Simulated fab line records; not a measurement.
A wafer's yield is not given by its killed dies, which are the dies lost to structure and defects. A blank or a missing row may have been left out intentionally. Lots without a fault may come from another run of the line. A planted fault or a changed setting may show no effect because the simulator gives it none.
8D (eight disciplines) problem report, filled in by code :: flow rit_cmos :: the parts of the form that need people (team, actions taken, sign-off) are left out

## 1. WHAT IS WRONG
CONTACT_TEOS_THK at RIT_CONTACT_THK_MEAS_01 reads a mean of 442 nm on 4 wafers of 2 lots; wafers without a fault read 400 nm with a standard deviation of 4.9. That puts it +8.6 standard deviations away from the usual mean.
Earliest sighting: wafer L451.1 on film_metro-04 at day 6 21:15. Wafers with a number at this step in the record: 42, from 14 lots. The rule behind "out" and "out of limits": a value lying over 4 standard deviations away from the usual mean. The rest of the wafers with a number are treated as sound.

## 2. WHAT THIS IS AND IS NOT
question: which readings at this step
is: CONTACT_TEOS_THK
is not: -

question: which lots
is: L451, L455
is not: L438, L439, L442, L443, L444, L445, L446, L447, L448, L453, L457, L460

question: which wafers of those lots
is: L451.1, L451.6, L455.1, L455.6
is not: L451.5, L455.4

question: read on which gauges
is: film_metro-04
is not: film_metro-01, film_metro-02

question: when
is: from day 6 21:15
is not: up to then (28 sound wafers); but 10 sound wafers of L453, L455, L457, L460 came after

## 3. THE SUSPECTS, EACH WITH WHAT RULES IT OUT
Counting: any tool at a process step up to the reading remains a suspect provided it ran every lot that is out. Sound lots after the first of them don't rule it out here, since some wafers of a struck lot are sound.
- the gauge at RIT_CONTACT_THK_MEAS_01: kept. All the wafers that are out were read on film_metro-04, and no step on other tools shows them out.
- pecvd-03 at RIT_CONTACT_CVD_00 (deposits SiO2 from TEOS, target thk 400 nm, time 61 s): kept. It processed each lot that is out (first: L451, day 6 21:11); up to then, its last sound lot is L446 (day 5 19:19).
- Within pecvd-03 at RIT_CONTACT_CVD_00: the wafers that are out ran in chamber 1; their sound lot-mates ran in chamber 2.
What counting leaves: pecvd-03 at RIT_CONTACT_CVD_00 and film_metro-04 at RIT_CONTACT_THK_MEAS_01.

## 4. THE CAUSE (what the simulator had put in)
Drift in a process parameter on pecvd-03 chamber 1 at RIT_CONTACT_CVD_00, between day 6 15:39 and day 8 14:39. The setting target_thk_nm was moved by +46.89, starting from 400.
This tool is one of the 2 suspects left after counting.

## 5. THE EFFECT CHAIN, in route order
Each row: a reading whose mean over the struck wafers that have a number lies more than 3 standard deviations from the usual. Readings are gone through only where the record gives a usual standard deviation; hours: the median, over the lots, of the time from a lot's start at the first step in this table giving one to that lot's start at this step; sigmas: the change measured in usual standard deviations.
hours: 0
step: RIT_CONTACT_THK_MEAS_01
reading: CONTACT_TEOS_THK
usual: 400 nm
on struck wafers: 442
change: +42
sigmas: +8.6

## 6. HOW IT WOULD HAVE BEEN CAUGHT EARLIER
In this record the first reading out of limits at a measuring or inspecting step was taken at day 6 21:15, 6 hours after the fault began at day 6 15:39.
Of the tool readings at RIT_CONTACT_CVD_00 for which the record gives a usual standard deviation, none was out on any struck wafer, so an alarm limit of 4 standard deviations on them would not have fired.
Lots out: 2; of these, L455 started RIT_CONTACT_CVD_00 on pecvd-03 after day 6 21:15. Holding the tool at that time would have saved it.
